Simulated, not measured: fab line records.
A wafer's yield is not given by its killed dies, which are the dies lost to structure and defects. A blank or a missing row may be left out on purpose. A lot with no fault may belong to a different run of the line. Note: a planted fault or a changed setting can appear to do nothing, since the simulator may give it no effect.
Which tool did it? | flow berkeley_cmos170 | 14 lots, 42 wafers sampled, at 5 steps of a route of 331

## WHAT THE GAUGES SHOWED, per wafer
UCB170_NVT_OVL_MEAS_06. Usual: NVT_OVL typically reads -3 nm, with standard deviation 4.8.
lot  | measured     | on         | NVT_OVL (nm) | flag
L259 | day 4 21:37  | overlay-02 | -4 2 -8      |
L262 | day 5 21:32  | overlay-02 | -2 -7 -3     |
L264 | day 6 06:12  | overlay-02 | -14 -8 -10   |
L265 | day 6 15:56  | overlay-02 | -2 2 -1      |
L266 | day 7 03:39  | overlay-02 | 2 -2 -2      |
L267 | day 7 03:59  | overlay-01 | -4 -5 -2     |
L268 | day 7 15:28  | overlay-01 | -5 -6 0      |
L269 | day 7 19:28  | overlay-02 | -7 1 -7      |
L270 | day 8 05:27  | overlay-02 | -6 5 -2      |
L273 | day 8 05:35  | overlay-02 | -5 -5 -8     |
L272 | day 8 05:31  | overlay-01 | 3 -5 -1      |
L275 | day 9 00:11  | overlay-02 | -1 1 0       |
L277 | day 9 15:24  | overlay-02 | -14 -6 -3    |
L281 | day 10 03:20 | overlay-01 | -2 0 -1      |

UCB170_NVT_TW_MEAS_09. Usual: NVT_TW typically reads 524, with standard deviation 7.6.
lot  | measured     | on            | NVT_TW      | flag
L259 | day 4 21:55  | film_metro-04 | 534 533 535 |
L262 | day 5 21:49  | film_metro-03 | 520 517 520 |
L264 | day 6 06:29  | film_metro-02 | 517 519 522 |
L265 | day 6 16:13  | film_metro-04 | 538 536 536 |
L266 | day 7 03:56  | film_metro-03 | 523 521 521 |
L267 | day 7 04:16  | film_metro-03 | 520 524 520 |
L268 | day 7 15:44  | film_metro-03 | 520 520 517 |
L269 | day 7 19:45  | film_metro-03 | 520 524 522 |
L270 | day 8 05:44  | film_metro-04 | 536 535 537 |
L273 | day 8 05:53  | film_metro-04 | 535 536 534 |
L272 | day 8 05:49  | film_metro-03 | 518 520 519 |
L275 | day 9 00:28  | film_metro-02 | 514 514 512 |
L277 | day 9 15:41  | film_metro-03 | 598 596 595 | OFF
L281 | day 10 03:37 | film_metro-04 | 613 613 610 | OFF

## WHICH TOOL RAN EACH LOT (tool, then ch and the chambers of the sampled wafers, then the start)
lot  | UCB170_NWELL_STRIP_15               | UCB170_ACTIVE_ETCH_15             | UCB170_NVT_IMPLANT_07
L259 | plasma_asher-03 ch 0,1, day 2 05:16 | rie_diel-04 ch 0,2,3, day 3 17:29 | implanter-02 ch 0, day 4 21:41
L262 | plasma_asher-04 ch 0,1, day 2 17:47 | rie_diel-04 ch 0,1,2, day 4 16:31 | implanter-02 ch 0, day 5 21:37
L264 | plasma_asher-01 ch 0,1, day 3 05:53 | rie_diel-04 ch 2,3, day 4 23:27   | implanter-02 ch 0, day 6 06:14
L265 | plasma_asher-04 ch 0,1, day 3 11:58 | rie_diel-01 ch 1,2,3, day 5 07:46 | implanter-02 ch 0, day 6 15:58
L266 | plasma_asher-04 ch 0,1, day 3 20:31 | rie_diel-03 ch 1,2,3, day 5 19:15 | implanter-03 ch 0, day 7 03:41
L267 | plasma_asher-03 ch 0,1, day 3 20:40 | rie_diel-01 ch 0,1,3, day 5 19:01 | implanter-04 ch 0, day 7 04:01
L268 | plasma_asher-03 ch 0,1, day 4 05:01 | rie_diel-01 ch 2,3, day 6 05:38   | implanter-03 ch 0, day 7 15:29
L269 | plasma_asher-04 ch 0, day 4 13:16   | rie_diel-01 ch 1,2,3, day 6 10:50 | implanter-02 ch 0, day 7 19:31
L270 | plasma_asher-01 ch 0,1, day 4 17:41 | rie_diel-04 ch 0,1, day 6 16:57   | implanter-04 ch 0, day 8 05:31
L273 | plasma_asher-04 ch 0, day 5 01:22   | rie_diel-03 ch 0,1,3, day 6 20:21 | implanter-02 ch 0, day 8 05:38
L272 | plasma_asher-03 ch 0,1, day 5 01:40 | rie_diel-04 ch 0,1, day 6 20:04   | implanter-03 ch 0, day 8 05:36
L275 | plasma_asher-01 ch 0,1, day 5 13:18 | rie_diel-01 ch 0,1,2, day 7 13:55 | implanter-02 ch 0, day 9 00:15
L277 | plasma_asher-01 ch 1, day 6 03:43   | rie_diel-04 ch 1,2, day 8 07:47   | implanter-04 ch 0, day 9 15:27
L281 | plasma_asher-03 ch 0,1, day 7 00:05 | rie_diel-04 ch 2,3, day 8 22:13   | implanter-04 ch 0, day 10 03:22
- UCB170_NWELL_STRIP_15: strips in O2.
- UCB170_ACTIVE_ETCH_15: etches Si3N4 in CH3F/Ar/O2, stops on SiO2, target depth 242 nm, time 151 s.
- UCB170_NVT_IMPLANT_07

## WHAT THE TOOLS THEMSELVES READ (means of the sampled wafers that have a number; where no wafer has one, the mark that the record gives instead)
UCB170_NWELL_STRIP_15. Usual: drypump_motor_current_A 5.6 A, standard deviation 0.53; oes_product_au 0.721 a.u., standard deviation 0.0046; strip_time_to_endpoint_s 18.18 s, standard deviation 0.11.
lot  | tool            | drypump_motor_current_A (A) | oes_product_au (a.u.) | strip_time_to_endpoint_s (s) | flag
L259 | plasma_asher-03 | 6.0                         | 0.718                 | 18.21                        |
L262 | plasma_asher-04 | 5.4                         | 0.716                 | 18.14                        |
L264 | plasma_asher-01 | 5.8                         | 0.726                 | 18.35                        |
L265 | plasma_asher-04 | 5.4                         | 0.724                 | 18.25                        |
L266 | plasma_asher-04 | 5.1                         | 0.718                 | 18.15                        |
L267 | plasma_asher-03 | 6.1                         | 0.721                 | 18.17                        |
L268 | plasma_asher-03 | 6.1                         | 0.721                 | 18.22                        |
L269 | plasma_asher-04 | 5.8                         | 0.722                 | 18.10                        |
L270 | plasma_asher-01 | 5.5                         | 0.716                 | 18.19                        |
L273 | plasma_asher-04 | 5.8                         | 0.724                 | 18.07                        |
L272 | plasma_asher-03 | 6.0                         | 0.721                 | 18.11                        |
L275 | plasma_asher-01 | 5.8                         | 0.720                 | 17.94                        |
L277 | plasma_asher-01 | 6.1                         | 0.719                 | 18.19                        |
L281 | plasma_asher-03 | 6.1                         | 0.725                 | 18.15                        |

UCB170_ACTIVE_ETCH_15. Usual: drypump_motor_current_A 5.7 A, standard deviation 0.31; oes_product_au 0.951 a.u., standard deviation 0.0099; throttle_valve_pct 8.07 %, standard deviation 0.075.
lot  | tool        | drypump_motor_current_A (A) | oes_product_au (a.u.) | throttle_valve_pct (%) | flag
L259 | rie_diel-04 | 5.4                         | 0.941                 | 8.04                   |
L262 | rie_diel-04 | 5.6                         | 0.944                 | 8.12                   |
L264 | rie_diel-04 | 5.5                         | 0.954                 | 8.08                   |
L265 | rie_diel-01 | 5.8                         | 0.950                 | 8.10                   |
L266 | rie_diel-03 | 6.0                         | 0.963                 | 8.05                   |
L267 | rie_diel-01 | 5.7                         | 0.951                 | 8.06                   |
L268 | rie_diel-01 | 5.7                         | 0.947                 | 8.11                   |
L269 | rie_diel-01 | 5.8                         | 0.945                 | 8.11                   |
L270 | rie_diel-04 | 5.5                         | 0.947                 | 8.08                   |
L273 | rie_diel-03 | 5.9                         | 0.956                 | 8.06                   |
L272 | rie_diel-04 | 5.7                         | 0.943                 | 8.13                   |
L275 | rie_diel-01 | 5.7                         | 0.943                 | 8.07                   |
L277 | rie_diel-04 | 5.8                         | 0.945                 | 8.16                   |
L281 | rie_diel-04 | 5.4                         | 0.953                 | 8.01                   |

UCB170_NVT_IMPLANT_07. Usual: dose_ions_cm2 3.001e+12, standard deviation 3.1e+09; end_station_pressure_torr 4.99e-06 Torr, standard deviation 2.7e-07; faraday_current_uA 9.52, standard deviation 0.21.
lot  | tool         | dose_ions_cm2 | end_station_pressure_torr (Torr) | faraday_current_uA | flag
L259 | implanter-02 | 2.996e+12     | 4.92e-06                         | 9.46               |
L262 | implanter-02 | 3.003e+12     | 5.17e-06                         | 9.67               |
L264 | implanter-02 | 2.999e+12     | 4.97e-06                         | 9.40               |
L265 | implanter-02 | 3.001e+12     | 5.21e-06                         | 9.33               |
L266 | implanter-03 | 3.003e+12     | 5.25e-06                         | 9.54               |
L267 | implanter-04 | 3.003e+12     | 4.96e-06                         | 9.59               |
L268 | implanter-03 | 2.999e+12     | 4.81e-06                         | 9.42               |
L269 | implanter-02 | 3.000e+12     | 4.90e-06                         | 9.52               |
L270 | implanter-04 | 3.001e+12     | 5.12e-06                         | 9.52               |
L273 | implanter-02 | 3.001e+12     | 4.99e-06                         | 9.54               |
L272 | implanter-03 | 2.998e+12     | 5.22e-06                         | 9.60               |
L275 | implanter-02 | 2.996e+12     | 5.15e-06                         | 9.41               |
L277 | implanter-04 | 4.607e+12     | 5.19e-06                         | 14.44              | OFF
L281 | implanter-04 | 4.610e+12     | 4.88e-06                         | 14.42              | OFF

## THE ANSWER, worked out from the rows above alone
Rule: lot off if the mean of its wafers having a number is beyond 3 standard deviations from the usual mean. A lot without any number at a reading at which 4 lots or more have one is off too. All remaining lots with rows at the step are treated as sound. After the gauges, taken in route order, come the tools' own readings; for these a lot's mean is taken, as printed above. At the first step where some lot is off, the reading lying furthest off is the one used; lots without a number count as furthest.
Off: L277, L281, seen at UCB170_NVT_TW_MEAS_09 (NVT_TW).
If a tool, at a process step before that reading, ran all the lots that are off and no sound lot after the first of them, it fits. The gauges at UCB170_NVT_TW_MEAS_09 aren't tried: what is off there is off at UCB170_NVT_IMPLANT_07 too, on other tools, and a gauge's error can't cause that. 2 tools fit, rie_diel-04 at UCB170_ACTIVE_ETCH_15 and implanter-04 at UCB170_NVT_IMPLANT_07, so this cannot tell which one it is.

## WHAT THE SIMULATOR HAD INSERTED
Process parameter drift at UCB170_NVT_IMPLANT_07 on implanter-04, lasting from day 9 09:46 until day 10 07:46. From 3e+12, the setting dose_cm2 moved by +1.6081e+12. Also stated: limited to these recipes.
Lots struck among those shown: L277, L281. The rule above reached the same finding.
